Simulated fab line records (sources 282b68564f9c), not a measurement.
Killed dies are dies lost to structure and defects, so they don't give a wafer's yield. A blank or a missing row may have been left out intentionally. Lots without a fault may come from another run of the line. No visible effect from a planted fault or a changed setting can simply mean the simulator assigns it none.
The tool behind it: which one? | flow rit cmos | 14 lots with 42 wafers sampled at 2 steps, on a route of 202 steps

## WHAT EACH GAUGE READ, for each wafer
RIT_REOX_THK_MEAS_04. Usual: REOX_OXIDE_THK 25.1 nm, standard deviation 0.56.
lot  | measured    | on            | REOX_OXIDE_THK (nm) | flag
L186 | day 2 21:59 | film metro-03 | 24.5 24.9 25.0      |
L187 | day 3 01:55 | film metro-03 | 24.1 24.3 23.9      |
L188 | day 3 09:34 | film metro-01 | 24.4 24.6 24.5      |
L189 | day 3 16:41 | film metro-02 | 24.9 25.1 24.9      |
L191 | day 4 00:29 | film metro-02 | 24.2 25.1 24.6      |
L193 | day 4 14:22 | film metro-02 | 26.0 26.1 26.1      |
L194 | day 4 20:14 | film metro-02 | 24.3 24.2 24.5      |
L196 | day 5 05:41 | film metro-03 | 25.2 25.5 24.8      |
L198 | day 5 10:50 | film metro-03 | 24.1 24.4 24.8      |
L201 | day 6 01:38 | film metro-02 | 28.3 28.3 27.9      | OFF
L204 | day 6 16:28 | film metro-01 | 25.5 25.4 25.6      |
L206 | day 7 01:26 | film metro-03 | 27.7 27.9 27.7      | OFF
L207 | day 7 07:41 | film metro-01 | 25.4 26.0 25.5      |
L208 | day 7 11:44 | film metro-01 | 24.5 24.8 24.5      |

## EACH LOT AND THE TOOL THAT RAN IT (in order: tool; ch and the chambers of the sampled wafers; start)
lot  | RIT_REOX_OXIDATION_03
L186 | furnace-03 ch 0, day 2 19:26
L187 | furnace-02 ch 0, day 2 23:21
L188 | furnace-03 ch 0, day 3 07:01
L189 | furnace-01 ch 0, day 3 14:08
L191 | furnace-03 ch 0, day 3 21:55
L193 | furnace-01 ch 0, day 4 11:49
L194 | furnace-03 ch 0, day 4 17:41
L196 | furnace-02 ch 0, day 5 03:06
L198 | furnace-03 ch 0, day 5 08:17
L201 | furnace-01 ch 0, day 5 23:05
L204 | furnace-03 ch 0, day 6 13:55
L206 | furnace-01 ch 0, day 6 22:53
L207 | furnace-03 ch 0, day 7 05:08
L208 | furnace-03 ch 0, day 7 09:11
- RIT_REOX_OXIDATION_03: target thk 25.2 nm, ox time 5580 s.

## AS READ BY THE TOOLS THEMSELVES (means over the sampled wafers that have a number; for cases with no such wafer, the mark the record gives instead)
RIT_REOX_OXIDATION_03. Usual: 26.1 % for zone power source pct, sd 1.8.
lot  | tool       | zone power source pct (%) | flag
L186 | furnace-03 | 27.3                      |
L187 | furnace-02 | 26.8                      |
L188 | furnace-03 | 27.5                      |
L189 | furnace-01 | 23.1                      |
L191 | furnace-03 | 27.2                      |
L193 | furnace-01 | 22.9                      |
L194 | furnace-03 | 27.2                      |
L196 | furnace-02 | 26.6                      |
L198 | furnace-03 | 27.4                      |
L201 | furnace-01 | 22.9                      |
L204 | furnace-03 | 27.3                      |
L206 | furnace-01 | 23.0                      |
L207 | furnace-03 | 27.2                      |
L208 | furnace-03 | 27.1                      |

## THE ANSWER, worked out from the rows above alone
Rule: a lot is off if the mean of its wafers that have a number lies more than 3 standard deviations from the usual mean. A lot without any number at a reading at which 4 lots or more have one is off too. All remaining lots with rows at the step are treated as sound. The gauges are gone through in route order, then the tools' own readings, and for those a lot's mean is taken as printed above. At the first step where some lot is off, the reading lying furthest off is the one used; lots without a number count as furthest.
Off: L201, L206, at RIT_REOX_THK_MEAS_04 (REOX_OXIDE_THK).
If a tool, at a process step before that reading, ran all the lots that are off and no sound lot after the first of them, it fits. Gauges at RIT_REOX_THK_MEAS_04: tried the same way as those tools. One fits: furnace-01 at RIT_REOX_OXIDATION_03. A fault onset in the window from L193 (day 4 11:49, its last sound lot) to L201 (day 5 23:05, its first lot off) fits.

## WHAT THE SIMULATOR PUT IN
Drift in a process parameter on furnace-01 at RIT_REOX_OXIDATION_03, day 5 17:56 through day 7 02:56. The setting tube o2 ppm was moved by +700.
Shown lots that were struck: L201, L206. The same result came from the rule above.
